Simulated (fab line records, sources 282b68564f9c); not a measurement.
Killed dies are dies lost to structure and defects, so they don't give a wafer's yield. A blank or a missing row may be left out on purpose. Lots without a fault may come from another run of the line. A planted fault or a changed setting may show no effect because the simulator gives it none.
fab line records | flow rit_cmos
record lots=5 wafers=23
route steps=202 shown ACTIVE@2 NWELL@36 PWELL@46 WELLDRIVE@50 PRETRO@65 GATE@84 PLDD@122 M1@202
start_h: hours from the record's first day to the start of the lot's first wafer shown | wait_h: hours since the lot's step before | " the same as in the row above | L1.1+2: a row that stands for several wafers | - no value, or no start given | * or withheld: withheld | < > ~ a bound
route shown NAME@n: a module of which the file shows steps, and the number in the route of the first | usual: mean/standard deviation of fault-free wafers | same: alike in all rows | chamber/n: place in a boat | sites: the reading at each site | _std_site: their standard deviation | _edge_site: outer sites' mean less inner sites' | radius_mm: how far each site lies from the wafer's centre | mask NAME#n: copy n | behind: the tool/chamber that last shaped the wafer | hold: why the lot was held/for how many hours/how that ended | device: the transistor (n, p or np) that didn't switch | end of line: the same wafers' tests at the end of the route | a step without rows: its recipe alone | killed: dies lost to structure and defects at the first sort, not the wafer's yield | map: a wafer's dies, x killed, . not, _ none there
set.NAME: the setting as run; set.NAME@STEP: as run at that earlier step | model.NAME: the simulator's own value behind a step, which no gauge read
lots whose settings were changed on purpose; a table a step, a row a wafer
## steps
# step RIT_ACTIVE_OXIDATION_01
# recipe temp_c=1000 ambient=O2 target_thk_a=468 ox_time_s=3360
# columns lot.wafer tool chamber start_h wait_h set.temp_c model.SiO2_of_ACTIVE_OXIDATION_01.thk_nm
L074.2 furnace-03 0 10.98 0.9 1000 46.5
L074.4 " 0 " " 1000 46.84
L074.6 " 0 " " 1000 46.47
L077.1 - - - 1.4 1000 47.76
L077.3 " - " " 1000 47.25
L077.4 " - " " 1000 47.32
L077.5 " - " " 1000 47.51
L077.6 " - " " 1000 47.67
L078.1 - - - 0.5 976 35.72
L078.2 " - " " 976 36.59
L078.3 " - " " 976 36.4
L078.4 " - " " 976 35.49
L078.5 " - " " 976 36.52
L080.2 - - - 1.1 979 37.96
L080.3 " - " " 979 37.7
L080.4+6 " - " " 979 37.79
L080.5 " - " " 979 38.23
L081.1 - - - 0.1 981.1 38.79
L081.2 " - " " 981.1 39.23
L081.3 " - " " 981.1 38.49
L081.4 " - " " 981.1 38.55
L081.5 " - " " 981.1 39.66
# step RIT_ACTIVE_THK_MEAS_02
# recipe reads=SiO2_of_ACTIVE_OXIDATION_01
# usual ACTIVE_OXIDE_THK=46.7/0.79
# columns lot.wafer tool chamber start_h wait_h set.temp_c@ACTIVE_OXIDATION_01 ACTIVE_OXIDE_THK[nm]
L074.2 film_metro-01 - 12.93 0.0 1000 46.5
L074.4 " - " " 1000 46.8
L074.6 " - " " 1000 46.4
L077.1 film_metro-01 - - - 1000 47.8
L077.3 " - " " 1000 47.3
L077.4 " - " " 1000 47.3
L077.5 " - " " 1000 47.5
L077.6 " - " " 1000 47.7
L078.1 film_metro-03 - - - 976 35.8
L078.2 " - " " 976 36.6
L078.3 " - " " 976 36.4
L078.4 " - " " 976 35.4
L078.5 " - " " 976 36.5
L080.2 film_metro-03 - - - 979 37.9
L080.3 " - " " 979 37.6
L080.4 " - " " 979 37.7
L080.5 " - " " 979 38.2
L080.6 " - " " 979 37.8
L081.1 film_metro-04 - - - 981.1 38.8
L081.2 " - " " 981.1 39.2
L081.3 " - " " 981.1 38.5
L081.4 " - " " 981.1 38.5
L081.5 " - " " 981.1 39.6
# step RIT_NWELL_IMPLANT_08
# recipe species=P energy_kev=170 dose_cm2=5e+13 tilt_deg=7
# columns lot.wafer tool chamber start_h wait_h set.dose_cm2
L074.2+4+6 implanter-02 0 21.60 0.2 5e+13
L077.1+6 implanter-04 0 38.07 0.2 5e+13
L077.3+4+5 " 0 " " 4.711e+13
L078.1+2+3 implanter-04 0 43.32 0.2 4.686e+13
L078.4+5 " 0 " " 5e+13
L080.2+4+6 implanter-04 0 52.27 0.2 4.854e+13
L080.3+5 " 0 " " 5e+13
L081.1+4 implanter-03 0 56.50 0.2 5e+13
L081.2+3+5 " 0 " " 4.811e+13
# step RIT_NWELL_STRIP_09
# recipe chemistry=O2 time_s=180 resist=NOVOLAK platen_temp_c=withheld power_w=500 pressure_mtorr=4000 o2_flow_sccm=4000
# step RIT_NWELL_TW_MEAS_10
# usual NWELL_TW=2167/18
# columns lot.wafer tool chamber start_h wait_h set.dose_cm2@NWELL_IMPLANT_08 NWELL_TW
L074.2 film_metro-04 - 21.91 0.1 5e+13 2155
L074.4 " - " " 5e+13 2173
L074.6 " - " " 5e+13 2159
L077.1 film_metro-02 - 38.39 0.1 5e+13 2193
L077.3 " - " " 4.711e+13 2146
L077.4 " - " " 4.711e+13 2146
L077.5 " - " " 4.711e+13 2150
L077.6 " - " " 5e+13 2178
L078.1 film_metro-02 - 43.65 0.1 4.686e+13 2143
L078.2 " - " " 4.686e+13 2144
L078.3 " - " " 4.686e+13 2142
L078.4 " - " " 5e+13 2189
L078.5 " - " " 5e+13 2184
L080.2 film_metro-02 - 52.58 0.1 4.854e+13 2162
L080.3 " - " " 5e+13 2169
L080.4 " - " " 4.854e+13 2154
L080.5 " - " " 5e+13 2170
L080.6 " - " " 4.854e+13 2150
L081.1 film_metro-02 - 56.82 0.1 5e+13 2176
L081.2 " - " " 4.811e+13 2134
L081.3 " - " " 4.811e+13 2147
L081.4 " - " " 5e+13 2187
L081.5 " - " " 4.811e+13 2153
# step RIT_PWELL_HARDBAKE_07
# recipe resist=NOVOLAK temp_c=140 time_s=120
# columns lot.wafer tool chamber start_h wait_h set.temp_c
L074.2+4+6 litho_track-01 0 22.92 0.1 140
L077.1+3+4+5+6 litho_track-03 0 39.37 0.0 140
L078.1+2 litho_track-04 0 44.75 0.0 144.2
L078.3+4+5 " 0 " " 140
L080.2+6 litho_track-01 0 53.72 0.1 140
L080.3+4+5 " 0 " " 141.6
L081.1+2+3+4+5 litho_track-01 0 57.93 0.0 140
# step RIT_PWELL_IMPLANT_08
# recipe species=B energy_kev=170 dose_cm2=6.946e+13 tilt_deg=7
# step RIT_PWELL_STRIP_09
# recipe chemistry=O2 time_s=180 resist=NOVOLAK platen_temp_c=withheld power_w=500 pressure_mtorr=4000 o2_flow_sccm=4000
# step RIT_WELLDRIVE_ANNEAL_00
# recipe temp_c=1100 time_s=14700 ambient=N2
# step RIT_WELLDRIVE_RS_MEAS_01
# recipe thk_meas_gauge=four-point-probe
# usual NWELL_RS=275.7/0.78
# columns lot.wafer tool chamber start_h wait_h set.dose_cm2@NWELL_IMPLANT_08 NWELL_RS[ohm/sq]
L074.2 film_metro-03 - 29.86 0.0 5e+13 275.2
L074.4 " - " " 5e+13 275.9
L074.6 " - " " 5e+13 275.8
L077.1 film_metro-02 - 45.08 0.0 5e+13 277.4
L077.3 " - " " 4.711e+13 287.3
L077.4 " - " " 4.711e+13 287.7
L077.5 " - " " 4.711e+13 286.6
L077.6 " - " " 5e+13 276.3
L078.1 film_metro-04 - 50.66 0.0 4.686e+13 288.2
L078.2 " - " " 4.686e+13 288.2
L078.3 " - " " 4.686e+13 287.8
L078.4 " - " " 5e+13 277.5
L078.5 " - " " 5e+13 276.8
L080.2 film_metro-02 - 59.42 0.0 4.854e+13 281.6
L080.3 " - " " 5e+13 275.8
L080.4 " - " " 4.854e+13 281.0
L080.5 " - " " 5e+13 275.8
L080.6 " - " " 4.854e+13 281.4
L081.1 film_metro-02 - 64.00 0.0 5e+13 274.7
L081.2 " - " " 4.811e+13 281.8
L081.3 " - " " 4.811e+13 280.7
L081.4 " - " " 5e+13 274.7
L081.5 " - " " 4.811e+13 280.5
# step RIT_PRETRO_COAT_01
# recipe resist=NOVOLAK spin_rpm=2000 resist_thk_nm=1300
# columns lot.wafer tool chamber start_h wait_h set.resist_thk_nm model.NOVOLAK_of_PRETRO_COAT_01.thk_nm
L074.2 litho_track-02 0 32.00 0.1 1300 1301
L074.4 " 0 " " 1300 1302
L074.6 " 0 " " 1300 1299
L077.1 litho_track-01 0 47.03 0.1 1300 1302
L077.3 " 0 " " 1300 1301
L077.4 " 0 " " 1225 1224
L077.5 " 0 " " 1300 1304
L077.6 " 0 " " 1225 1228
L078.1 litho_track-03 0 52.60 0.1 1300 1307
L078.2 " 0 " " 1229 1233
L078.3 " 0 " " 1300 1303
L078.4 " 0 " " 1229 1228
L078.5 " 0 " " 1300 1302
L080.2 litho_track-02 0 61.49 0.1 1300 1301
L080.3 " 0 " " 1300 1298
L080.4 " 0 " " 1269 1270
L080.5 " 0 " " 1269 1271
L080.6 " 0 " " 1269 1268
L081.1 litho_track-02 0 65.95 0.1 1269 1274
L081.2 " 0 " " 1300 1308
L081.3 " 0 " " 1300 1309
L081.4 " 0 " " 1269 1275
L081.5 " 0 " " 1269 1280
# step RIT_PRETRO_SOFTBAKE_02
# recipe resist=NOVOLAK temp_c=90 time_s=60
# columns lot.wafer tool chamber start_h wait_h set.time_s
L074.2+4+6 litho_track-02 0 32.15 0.1 60
L077.1+5+6 litho_track-01 0 47.18 0.1 56.35
L077.3+4 " 0 " " 60
L078.1+2+3+4+5 litho_track-03 0 52.75 0.1 60
L080.2+3+4 litho_track-02 0 61.64 0.1 60
L080.5+6 " 0 " " 67.3
L081.1+2+4 litho_track-02 0 66.10 0.1 60
L081.3+5 " 0 " " 54.58
# step RIT_PRETRO_EXPOSE_03
# recipe mask_id=M5 na=0.57 target_cd_nm=43700 dose_mj=250
# step RIT_PRETRO_PEB_04
# recipe resist=NOVOLAK temp_c=withheld time_s=withheld
# step RIT_PRETRO_DEVELOP_05
# recipe resist=NOVOLAK develop_time_s=68 dev_temp_c=23
# step RIT_PRETRO_HARDBAKE_07
# recipe resist=NOVOLAK temp_c=140 time_s=120
# columns lot.wafer tool chamber start_h wait_h set.resist_thk_nm@PRETRO_COAT_01 model.NOVOLAK_of_PRETRO_COAT_01.thk_nm
L074.2+4 litho_track-01 0 32.96 0.2 1300 1138
L074.6 " 0 " " 1300 1136
L077.1+3 litho_track-03 0 47.79 0.0 1300 1138
L077.4 " 0 " " 1225 1072
L077.5 " 0 " " 1300 1141
L077.6 " 0 " " 1225 1074
L078.1 litho_track-02 0 53.37 0.0 1300 1143
L078.2 " 0 " " 1229 1080
L078.3 " 0 " " 1300 1140
L078.4 " 0 " " 1229 1075
L078.5 " 0 " " 1300 1138
L080.2 litho_track-03 0 62.51 0.1 1300 1138
L080.3 " 0 " " 1300 1135
L080.4 " 0 " " 1269 1111
L080.5 " 0 " " 1269 1112
L080.6 " 0 " " 1269 1109
L081.1 litho_track-02 0 66.75 0.0 1269 1114
L081.2+3 " 0 " " 1300 1144
L081.4 " 0 " " 1269 1115
L081.5 " 0 " " 1269 1119
# step RIT_GATE_CVD_08
# recipe material=poly-Si target_thk_nm=250 temp_c=610 precursor=SiH4 time_s=2220 pressure_mtorr=300 sih4_flow_sccm=100
# columns lot.wafer tool chamber start_h wait_h set.pressure_mtorr model.poly-Si_of_GATE_CVD_08.thk_nm
L074.2 lpcvd-01 1 39.18 0.0 300 251.3
L074.4 " 1 " " 300 249.3
L074.6 " 1 " " 300 248.5
L077.1 - - - 0.1 300 247.6
L077.3 " - " " 300 245.7
L077.4 " - " " 300 249.1
L077.5 " - " " 300 248.7
L077.6 " - " " 300 247.9
L078.1 - - - 0.1 336.8 265.5
L078.2 " - " " 336.8 266.4
L078.3 " - " " 336.8 264.5
L078.4 " - " " 336.8 264.9
L078.5 " - " " 336.8 266.3
L080.2+4 - - - 0.2 315.2 256.9
L080.3 " - " " 315.2 255.8
L080.5 " - " " 315.2 256.4
L080.6 " - " " 315.2 256.1
L081.1 - - - 0.1 300 250.8
L081.2 " - " " 300 250.5
L081.3 " - " " 300 250.7
L081.4 " - " " 300 251.1
L081.5 " - " " 300 248.3
# step RIT_GATE_THK_MEAS_09
# recipe reads=poly-Si_of_GATE_CVD_08
# usual GATE_POLY_THK=250.7/1.8
# columns lot.wafer tool chamber start_h wait_h set.pressure_mtorr@GATE_CVD_08 GATE_POLY_THK[nm]
L074.2 film_metro-01 - 40.80 0.0 300 251.4
L074.4 " - " " 300 249.5
L074.6 " - " " 300 248.3
L077.1 film_metro-04 - - - 300 247.8
L077.3 " - " " 300 245.7
L077.4 " - " " 300 249.2
L077.5 " - " " 300 248.9
L077.6 " - " " 300 247.8
L078.1 film_metro-02 - - - 336.8 265.3
L078.2 " - " " 336.8 266.4
L078.3 " - " " 336.8 264.3
L078.4 " - " " 336.8 264.6
L078.5 " - " " 336.8 266.0
L080.2 film_metro-04 - - - 315.2 256.8
L080.3 " - " " 315.2 255.8
L080.4 " - " " 315.2 257.0
L080.5 " - " " 315.2 256.6
L080.6 " - " " 315.2 255.8
L081.1 film_metro-02 - - - 300 250.8
L081.2 " - " " 300 250.5
L081.3 " - " " 300 250.5
L081.4 " - " " 300 251.0
L081.5 " - " " 300 248.3
# step RIT_GATE_COAT_11
# recipe resist=NOVOLAK spin_rpm=4250 resist_thk_nm=850
# columns lot.wafer tool chamber start_h wait_h set.spin_rpm model.NOVOLAK_of_GATE_COAT_11.thk_nm
L074.2 litho_track-02 0 41.10 0.1 4250 849.5
L074.4 " 0 " " 4250 848.6
L074.6 " 0 " " 4250 848.8
L077.1 litho_track-03 0 54.38 0.1 4250 847
L077.3 " 0 " " 4250 847.1
L077.4 " 0 " " 4250 849.7
L077.5 " 0 " " 4250 848.8
L077.6 " 0 " " 4250 848.4
L078.1 litho_track-04 0 58.26 0.1 4250 855.4
L078.2 " 0 " " 4001 880.4
L078.3 " 0 " " 4250 855.8
L078.4 " 0 " " 4250 852.4
L078.5 " 0 " " 4001 878.5
L080.2 litho_track-04 0 67.76 0.1 4250 853.3
L080.3 " 0 " " 3984 880.1
L080.4 " 0 " " 4250 850.9
L080.5 " 0 " " 3984 880.9
L080.6 " 0 " " 3984 881.4
L081.1 litho_track-03 0 72.57 0.1 4250 849.5
L081.2 " 0 " " 4250 851.4
L081.3 " 0 " " 4250 851.2
L081.4 " 0 " " 4250 851
L081.5 " 0 " " 4250 850.8
# step RIT_GATE_SOFTBAKE_12
# recipe resist=NOVOLAK temp_c=90 time_s=60
# step RIT_GATE_EXPOSE_13
# recipe mask_id=M6 na=0.6 source_shape=conventional sigma_outer=0.6 target_cd_nm=150 dose_mj=383.7
# step RIT_GATE_PEB_14
# recipe resist=NOVOLAK temp_c=withheld time_s=withheld
# step RIT_GATE_DEVELOP_15
# recipe resist=NOVOLAK develop_time_s=50 dev_temp_c=23
# step RIT_GATE_CD_MEAS_16
# recipe target_cd_nm=150
# usual cd_nm=152.4/1.9
# columns lot.wafer tool chamber start_h wait_h set.spin_rpm@GATE_COAT_11 cd_nm
L074.2 cd_sem-01 - 41.79 - 4250 149.6
L074.4 " - " " 4250 149.0
L074.6 " - " " 4250 149.5
L077.1 cd_sem-02 - 55.21 - 4250 152.2
L077.3 " - " " 4250 149.3
L077.4 " - " " 4250 150.2
L077.5 " - " " 4250 151.6
L077.6 " - " " 4250 152.9
L078.1 cd_sem-02 - 58.96 - 4250 151.1
L078.2 " - " " 4001 156.3
L078.3 " - " " 4250 151.7
L078.4 " - " " 4250 151.8
L078.5 " - " " 4001 155.7
L080.2 cd_sem-02 - 68.58 - 4250 149.2
L080.3 " - " " 3984 157.1
L080.4 " - " " 4250 149.3
L080.5 " - " " 3984 154.8
L080.6 " - " " 3984 156.6
L081.1 cd_sem-01 - 73.27 - 4250 153.2
L081.2 " - " " 4250 153.2
L081.3 " - " " 4250 150.9
L081.4 " - " " 4250 153.7
L081.5 " - " " 4250 152.2
# step RIT_GATE_HARDBAKE_18
# recipe resist=NOVOLAK temp_c=140 time_s=60
# columns lot.wafer tool chamber start_h wait_h set.spin_rpm@GATE_COAT_11 model.NOVOLAK_of_GATE_COAT_11.thk_nm
L074.2 litho_track-02 0 41.95 0.0 4250 752.1
L074.4 " 0 " " 4250 751.3
L074.6 " 0 " " 4250 751.4
L077.1+3 litho_track-02 0 55.36 0.0 4250 749.9
L077.4 " 0 " " 4250 752.2
L077.5 " 0 " " 4250 751.5
L077.6 " 0 " " 4250 751.1
L078.1 litho_track-02 0 59.11 0.0 4250 757.2
L078.2 " 0 " " 4001 779.1
L078.3 " 0 " " 4250 757.6
L078.4 " 0 " " 4250 754.5
L078.5 " 0 " " 4001 777.5
L080.2 litho_track-04 0 68.74 0.0 4250 755.4
L080.3 " 0 " " 3984 778.8
L080.4 " 0 " " 4250 753.3
L080.5 " 0 " " 3984 779.5
L080.6 " 0 " " 3984 780
L081.1 litho_track-02 0 73.42 0.0 4250 752
L081.2 " 0 " " 4250 753.8
L081.3 " 0 " " 4250 753.6
L081.4 " 0 " " 4250 753.3
L081.5 " 0 " " 4250 753.2
# step RIT_GATE_ETCH_19
# recipe chemistry=SF6/CHF3/O2 time_s=171.6 SF6_flow_sccm=30 CHF3_flow_sccm=30 O2_flow_sccm=5 target=poly-Si pressure_mtorr=40 rf_w=160 target_depth_a=3125 over_etch_frac=0.25 stop_on=SiO2
# columns lot.wafer tool chamber start_h wait_h set.pressure_mtorr@GATE_CVD_08 set.spin_rpm@GATE_COAT_11 model.NOVOLAK_of_GATE_COAT_11.thk_nm model.GATE.feature_depth_nm model.etch.depth_nm
L074.2 rie_si-02 1 42.08 0.1 300 4250 675.5 251.3 251.3
L074.4 " 1 " " 300 4250 674.4 249.3 249.3
L074.6 " 3 " " 300 4250 668.7 248.5 248.5
L077.1 rie_si-01 3 55.51 0.1 300 4250 663.6 247.6 247.6
L077.3 " 1 " " 300 4250 662.6 245.7 245.7
L077.4 " 2 " " 300 4250 663.2 249.1 249.1
L077.5 " 3 " " 300 4250 665 248.7 248.7
L077.6 " 0 " " 300 4250 667.1 247.9 247.9
L078.1 rie_si-01 0 59.26 0.1 336.8 4250 673.2 265.5 265.5
L078.2 " 1 " " 336.8 4001 691.5 266.4 266.4
L078.3 " 3 " " 336.8 4250 670.4 264.5 264.5
L078.4 " 2 " " 336.8 4250 665.4 264.9 264.9
L078.5 " 2 " " 336.8 4001 688.6 266.3 266.3
L080.2 rie_si-01 2 68.86 0.1 315.2 4250 665.8 256.9 256.9
L080.3 " 1 " " 315.2 3984 690.8 255.8 255.8
L080.4 " 3 " " 315.2 4250 666 256.9 256.9
L080.5 " 1 " " 315.2 3984 692.1 256.4 256.4
L080.6 " 0 " " 315.2 3984 696.5 256.1 256.1
L081.1 rie_si-02 1 73.57 0.1 300 4250 676.5 250.8 250.8
L081.2 " 3 " " 300 4250 672.4 250.5 250.5
L081.3 " 0 " " 300 4250 674.7 250.7 250.7
L081.4 " 1 " " 300 4250 678.3 251.1 251.1
L081.5 " 3 " " 300 4250 672.1 248.3 248.3
# step RIT_GATE_STRIP_20
# recipe chemistry=O2 time_s=180 resist=NOVOLAK platen_temp_c=withheld power_w=500 pressure_mtorr=4000 o2_flow_sccm=4000
# step RIT_GATE_CD_MEAS_90
# recipe target_cd_nm=150
# usual cd_nm=152.5/2
# columns lot.wafer tool chamber start_h wait_h set.spin_rpm@GATE_COAT_11 cd_nm
L074.2 cd_sem-01 - 42.38 0.1 4250 150.2
L074.4 " - " " 4250 149.4
L074.6 " - " " 4250 149.6
L077.1 cd_sem-02 - 55.80 0.1 4250 151.7
L077.3 " - " " 4250 149.6
L077.4 " - " " 4250 149.9
L077.5 " - " " 4250 151.8
L077.6 " - " " 4250 153.2
L078.1 cd_sem-01 - 59.55 0.1 4250 151.8
L078.2 " - " " 4001 157.1
L078.3 " - " " 4250 151.5
L078.4 " - " " 4250 152.2
L078.5 " - " " 4001 156.2
L080.2 cd_sem-01 - 69.17 0.1 4250 149.2
L080.3 " - " " 3984 157.2
L080.4 " - " " 4250 149.0
L080.5 " - " " 3984 155.1
L080.6 " - " " 3984 156.5
L081.1 cd_sem-02 - 73.86 0.1 4250 154.0
L081.2 " - " " 4250 153.6
L081.3 " - " " 4250 150.2
L081.4 " - " " 4250 154.0
L081.5 " - " " 4250 152.4
# step RIT_PLDD_IMPLANT_08
# recipe species=BF2 energy_kev=20 dose_cm2=9e+14 tilt_deg=7
# columns lot.wafer tool chamber start_h wait_h set.energy_kev model.implant.rp_nm model.implant.drp_nm
L074.2+4+6 implanter-04 0 48.41 0.1 20 17.03 9.752
L077.1+3+4 implanter-04 0 61.44 0.1 20 17.36 9.752
L077.5+6 " 0 " " 19.42 16.96 9.552
L078.1+2 implanter-04 0 65.67 0.1 19.47 16.86 9.569
L078.3+4+5 " 0 " " 20 17.21 9.752
L080.2+3 implanter-01 0 74.98 0.1 20.76 17.35 10.01
L080.4+5+6 " 0 " " 20 16.85 9.752
L081.1+2 implanter-04 0 81.09 0.1 19.36 17.32 9.531
L081.3+4+5 " 0 " " 20 17.76 9.752
# step RIT_M1_PROBE_99
# usual killed_at_front_end=6.5/2.8 killed_dies=6.6/2.7 killed_open=3.0/1.9 killed_short=3.5/1.9
# same gross_dies=264 killed_at_M0_to_M3=0 killed_at_M4_up=0 killed_at_back_side=0 killed_at_contacts=0 killed_at_other=0
# columns lot.wafer tool chamber start_h wait_h set.temp_c@ACTIVE_OXIDATION_01 killed_at_front_end killed_dies killed_open killed_short model.etest.pldd.width_nm
L074.2 prober-01 - 62.45 0.1 1000 12 12 6 6 3203
L074.4 prober-01 - 62.55 0.2 1000 10 10 5 5 3192
L074.6 prober-01 - 62.65 0.2 1000 12 12 7 5 3191
L077.1 prober-02 - 75.63 0.1 1000 6 6 2 4 3170
L077.3 prober-02 - 75.73 0.2 1000 5 5 2 3 3209
L077.4 prober-02 - 75.78 0.2 1000 3 3 2 1 3163
L077.5 prober-02 - 75.83 0.2 1000 6 6 1 5 3171
L077.6 prober-02 - 75.88 0.2 1000 4 4 3 1 3172
L078.1 prober-01 - 79.39 0.1 976 9 9 5 4 3275
L078.2 prober-01 - 79.44 0.1 976 8 8 8 0 3267
L078.3 prober-01 - 79.49 0.2 976 6 6 4 2 3291
L078.4 prober-01 - 79.54 0.2 976 8 8 3 5 3300
L078.5 prober-01 - 79.59 0.2 976 5 5 3 2 3294
L080.2 prober-01 - 90.18 0.1 979 5 5 3 2 3274
L080.3 prober-01 - 90.23 0.2 979 3 3 3 0 3279
L080.4 prober-01 - 90.28 0.2 979 3 3 1 2 3264
L080.5 prober-01 - 90.33 0.2 979 4 4 0 4 3266
L080.6 prober-01 - 90.38 0.2 979 7 7 1 6 3271
L081.1 prober-02 - 95.35 0.1 981.1 5 5 2 3 3249
L081.2 prober-02 - 95.40 0.1 981.1 6 6 2 4 3245
L081.3 prober-02 - 95.45 0.2 981.1 6 6 3 3 3249
L081.4 prober-02 - 95.50 0.2 981.1 9 9 6 3 3242
L081.5 prober-02 - 95.55 0.2 981.1 3 3 1 2 3256
# killed by level:class
L074.2 FOX1:geometric_particle:short=3 SPACER:geometric_particle:short=2 ACTIVE:geometric_particle:open=1 FOX1:geometric_particle:open=1 GATE:geometric_particle:short=1 GATE:geometric_particle:open=1 REOX:geometric_particle:open=1 SPACER:geometric_particle:open=1
L074.4 FOX2:geometric_particle:open=2 REOX:geometric_particle:short=2 SPACER:geometric_particle:short=2 SILICIDE:geometric_particle:open=2 FOX1:geometric_particle:open=1 FOX2:geometric_particle:short=1
L074.6 SILICIDE:geometric_particle:short=4 GATE:geometric_particle:open=3 FOX1:geometric_particle:open=2 GATE:geometric_particle:short=1 REOX:geometric_particle:open=1 SILICIDE:geometric_particle:open=1
L077.1 FOX1:geometric_particle:short=2 FOX2:geometric_particle:short=2 FOX2:geometric_particle:open=1 SPACER:geometric_particle:open=1
L077.3 SILICIDE:geometric_particle:open=2 FOX2:geometric_particle:short=1 GATE:geometric_particle:short=1 SILICIDE:geometric_particle:short=1
L077.4 FOX2:geometric_particle:short=1 FOX2:geometric_particle:open=1 SILICIDE:geometric_particle:open=1
L077.5 FOX2:geometric_particle:open=1 FOX2:geometric_particle:short=1 GATE:geometric_particle:short=1 REOX:geometric_particle:short=1 SPACER:geometric_particle:short=1 SILICIDE:geometric_particle:short=1
L077.6 FOX1:geometric_particle:open=1 FOX2:geometric_particle:open=1 FOX2:geometric_particle:short=1 GATE:geometric_particle:open=1
L078.1 GATE:geometric_particle:short=2 REOX:geometric_particle:open=2 FOX2:geometric_particle:short=1 GATE:geometric_particle:open=1 SPACER:geometric_particle:short=1 SPACER:geometric_particle:open=1 SILICIDE:geometric_particle:open=1
L078.2 FOX1:geometric_particle:open=2 GATE:geometric_particle:open=2 SILICIDE:geometric_particle:open=2 REOX:geometric_particle:open=1 SPACER:geometric_particle:open=1
L078.3 FOX2:geometric_particle:open=3 FOX1:geometric_particle:open=1 GATE:geometric_particle:short=1 SILICIDE:geometric_particle:short=1
L078.4 REOX:geometric_particle:short=3 SILICIDE:geometric_particle:open=2 GATE:geometric_particle:short=1 REOX:geometric_particle:open=1 SPACER:geometric_particle:short=1
L078.5 FOX2:geometric_particle:open=2 FOX2:geometric_particle:short=1 SILICIDE:geometric_particle:open=1 SILICIDE:geometric_particle:short=1
L080.2 GATE:geometric_particle:open=2 REOX:geometric_particle:short=2 REOX:geometric_particle:open=1
L080.3 GATE:geometric_particle:open=3
L080.4 FOX2:geometric_particle:short=1 GATE:geometric_particle:open=1 GATE:geometric_particle:short=1
L080.5 REOX:geometric_particle:short=2 FOX2:geometric_particle:short=1 GATE:geometric_particle:short=1
L080.6 GATE:geometric_particle:short=3 FOX1:geometric_particle:short=1 FOX2:geometric_particle:short=1 GATE:geometric_particle:open=1 SPACER:geometric_particle:short=1
L081.1 FOX1:geometric_particle:short=2 GATE:geometric_particle:open=2 SILICIDE:geometric_particle:short=1
L081.2 GATE:geometric_particle:short=3 SILICIDE:geometric_particle:short=1 GATE:geometric_particle:open=1 SPACER:geometric_particle:open=1
L081.3 GATE:geometric_particle:open=3 GATE:geometric_particle:short=2 SPACER:geometric_particle:short=1
L081.4 GATE:geometric_particle:open=3 SPACER:geometric_particle:short=2 SILICIDE:geometric_particle:open=2 GATE:geometric_particle:short=1 SPACER:geometric_particle:open=1
L081.5 GATE:geometric_particle:open=1 GATE:geometric_particle:short=1 SILICIDE:geometric_particle:short=1
## key
split step=RIT_ACTIVE_OXIDATION_01 setting=temp_c stated=1000 by=lot
response step=RIT_ACTIVE_OXIDATION_01 reading=model.SiO2_of_ACTIVE_OXIDATION_01.thk_nm change=+4.49 per=1% r=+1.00
response step=RIT_ACTIVE_THK_MEAS_02 reading=ACTIVE_OXIDE_THK change=+4.5 per=1% r=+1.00
response step=RIT_M1_PROBE_99 reading=model.etest.pldd.width_nm change=-40.2 per=1% r=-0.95
split step=RIT_NWELL_IMPLANT_08 setting=dose_cm2 stated=5e+13 by=wafer
response step=RIT_NWELL_TW_MEAS_10 reading=NWELL_TW change=+7.03 per=1% r=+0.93
response step=RIT_WELLDRIVE_RS_MEAS_01 reading=NWELL_RS change=-1.76 per=1% r=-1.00
split step=RIT_PWELL_HARDBAKE_07 setting=temp_c stated=140 by=wafer
response none clear
split step=RIT_PRETRO_COAT_01 setting=resist_thk_nm stated=1300 by=wafer
response step=RIT_PRETRO_COAT_01 reading=model.NOVOLAK_of_PRETRO_COAT_01.thk_nm change=+13.3 per=1% r=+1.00
response step=RIT_PRETRO_HARDBAKE_07 reading=model.NOVOLAK_of_PRETRO_COAT_01.thk_nm change=+11.4 per=1% r=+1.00
split step=RIT_PRETRO_SOFTBAKE_02 setting=time_s stated=60 by=wafer
response none clear
split step=RIT_GATE_CVD_08 setting=pressure_mtorr stated=300 by=lot
response step=RIT_GATE_CVD_08 reading=model.poly-Si_of_GATE_CVD_08.thk_nm change=+1.33 per=1% r=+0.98
response step=RIT_GATE_THK_MEAS_09 reading=GATE_POLY_THK change=+1.32 per=1% r=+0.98
response step=RIT_GATE_ETCH_19 reading=model.GATE.feature_depth_nm change=+1.33 per=1% r=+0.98
response step=RIT_GATE_ETCH_19 reading=model.etch.depth_nm change=+1.33 per=1% r=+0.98
split step=RIT_GATE_COAT_11 setting=spin_rpm stated=4250 by=wafer
response step=RIT_GATE_COAT_11 reading=model.NOVOLAK_of_GATE_COAT_11.thk_nm change=-4.43 per=1% r=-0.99
response step=RIT_GATE_CD_MEAS_16 reading=cd_nm change=-0.946 per=1% r=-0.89
response step=RIT_GATE_HARDBAKE_18 reading=model.NOVOLAK_of_GATE_COAT_11.thk_nm change=-3.88 per=1% r=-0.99
response step=RIT_GATE_ETCH_19 reading=model.NOVOLAK_of_GATE_COAT_11.thk_nm change=-3.95 per=1% r=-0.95
response step=RIT_GATE_CD_MEAS_90 reading=cd_nm change=-0.996 per=1% r=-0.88
split step=RIT_PLDD_IMPLANT_08 setting=energy_kev stated=20 by=wafer
response step=RIT_PLDD_IMPLANT_08 reading=model.implant.rp_nm change=+0.135 per=1% r=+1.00
response step=RIT_PLDD_IMPLANT_08 reading=model.implant.drp_nm change=+0.0686 per=1% r=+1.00
